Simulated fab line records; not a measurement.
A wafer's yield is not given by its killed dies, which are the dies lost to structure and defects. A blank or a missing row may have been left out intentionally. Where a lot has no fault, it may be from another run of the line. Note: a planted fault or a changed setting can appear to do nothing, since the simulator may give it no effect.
Which of the tools did it? ; flow berkeley_cmos170 ; 14 lots, 42 wafers sampled, at 3 steps of a route of 331

WHAT THE GAUGES READ, wafer by wafer
UCB170_V1_THK_MEAS_04. Usual: V1_POLISHED_THK gives 1000.5 nm (standard deviation 1.1).
lot;measured;on;V1_POLISHED_THK (nm);flag
L347;day 8 18:15;film_metro-04;1000.9 1000.1 998.6;
L348;day 8 18:22;film_metro-03;1001.6 1000.8 1002.2;
L351;day 9 06:50;film_metro-03;1000.8 1000.0 999.6;
L353;day 9 07:08;film_metro-04;1000.5 1000.4 999.5;
L352;day 9 07:04;film_metro-02;998.9 1001.0 1001.4;
L350;day 9 09:15;film_metro-04;999.8 1000.5 1000.1;
L355;day 10 03:17;film_metro-04;1000.4 999.9 999.9;
L356;day 10 03:17;film_metro-02;1000.1 1000.6 1000.8;
L354;day 10 03:35;film_metro-04;1001.0 1000.5 1001.4;
L358;day 10 22:46;film_metro-02;1000.5 1001.3 999.4;
L362;day 11 15:05;film_metro-02;1001.6 1001.4 1000.4;
L366;day 11 16:54;film_metro-04;1000.2 1001.4 1001.1;
L368;day 12 08:13;film_metro-02;1002.7 1001.9 1002.0;
L369;day 12 22:33;film_metro-02;1000.3 1001.2 1001.3;

UCB170_V2_OVL_MEAS_13. Usual: V2_OVL gives -1 nm (standard deviation 5.2).
lot;measured;on;V2_OVL (nm);flag
L347;day 9 02:47;overlay-01;5 1 -7;
L348;day 9 05:26;overlay-02;-3 -3 -7;
L351;day 9 17:47;overlay-01;-1 -3 -4;
L353;day 9 17:14;overlay-02;9 11 -2;
L352;day 9 16:47;overlay-01;-9 0 -1;
L350;day 9 18:03;overlay-02;2 2 0;
L355;day 10 12:55;overlay-01;-2 4 -1;
L356;day 10 12:39;overlay-02;1 3 4;
L354;day 10 11:22;overlay-02;0 -2 -5;
L358;day 11 08:02;overlay-02;8 5 -2;
L362;day 11 23:45;overlay-01;-2 -6 -3;
L366;day 12 01:38;overlay-01;-6 -3 -15;
L368;day 12 20:13;overlay-01;1 -4 -5;
L369;day 13 05:19;overlay-01;2 -4 2;

EACH LOT AND THE TOOL THAT RAN IT (in order: tool; ch and the chambers of the sampled wafers; start)
lot;UCB170_M1_ETCH_11
L347;rie_diel-03 ch 2,3, day 8 11:20
L348;rie_diel-03 ch 1,2,3, day 8 14:44
L351;rie_diel-02 ch 0,1,3, day 9 01:22
L353;rie_diel-04 ch 0,1,2, day 9 02:39
L352;rie_diel-04 ch 0,1,3, day 9 04:06
L350;rie_diel-04 ch 1,2, day 9 04:39
L355;rie_diel-03 ch 0,1,2, day 9 21:47
L356;rie_diel-02 ch 1,2, day 9 22:04
L354;rie_diel-03 ch 1,2, day 9 22:20
L358;rie_diel-02 ch 1,2,3, day 10 16:22
L362;rie_diel-02 ch 0,1, day 11 09:35
L366;rie_diel-04 ch 2,3, day 11 12:56
L368;rie_diel-03 ch 0,1,3, day 12 03:16
L369;rie_diel-04 ch 0,1,2, day 12 15:59
- UCB170_M1_ETCH_11: etches BARC in N2/H2.

AS READ BY THE TOOLS THEMSELVES (means over the sampled wafers that have a number; for cases with no such wafer, the mark the record gives instead)
UCB170_M1_ETCH_11. Usual: chamber_pressure_mTorr 29.998 mTorr, standard deviation 0.029; drypump_motor_current_A 5.7 A, standard deviation 0.36; oes_product_au 0.994 a.u., standard deviation 0.015; throttle_valve_pct 13.37 %, standard deviation 0.11.
lot;tool;chamber_pressure_mTorr (mTorr);drypump_motor_current_A (A);oes_product_au (a.u.);throttle_valve_pct (%);flag
L347;rie_diel-03;30.034;5.3;0.974;13.53;
L348;rie_diel-03;29.998;5.6;0.984;13.52;
L351;rie_diel-02;30.005;5.7;1.003;13.36;
L353;rie_diel-04;29.990;5.6;0.995;13.31;
L352;rie_diel-04;29.977;5.8;1.001;13.33;
L350;rie_diel-04;29.992;5.6;0.994;13.31;
L355;rie_diel-03;30.003;5.4;0.977;13.45;
L356;rie_diel-02;29.988;5.9;1.003;13.23;
L354;rie_diel-03;30.000;5.5;0.979;13.47;
L358;rie_diel-02;29.979;6.0;0.999;13.30;
L362;rie_diel-02;29.993;5.7;1.009;13.36;
L366;rie_diel-04;29.979;5.7;1.013;13.36;
L368;rie_diel-03;30.028;5.8;0.988;13.48;
L369;rie_diel-04;30.004;5.7;0.998;13.31;

THE ANSWER, worked out from the rows above alone
Rule: take the mean of a lot's wafers that have a number; if it is more than 3 standard deviations from the usual mean, the lot is off. Also off: a lot with no number at a reading for which 4 or more lots have one. Where the step has rows for the other lots, those lots are counted as sound. Order of review: gauges by route order, followed by the tools' own readings, for which a lot's mean as printed above is used. The first step at which some lot is off is used, and at that step the reading that is off furthest; a lot without a number counts as furthest.
Nothing can be told from this: no lot is off at any reading shown.

WHAT THE SIMULATOR HAD PUT IN
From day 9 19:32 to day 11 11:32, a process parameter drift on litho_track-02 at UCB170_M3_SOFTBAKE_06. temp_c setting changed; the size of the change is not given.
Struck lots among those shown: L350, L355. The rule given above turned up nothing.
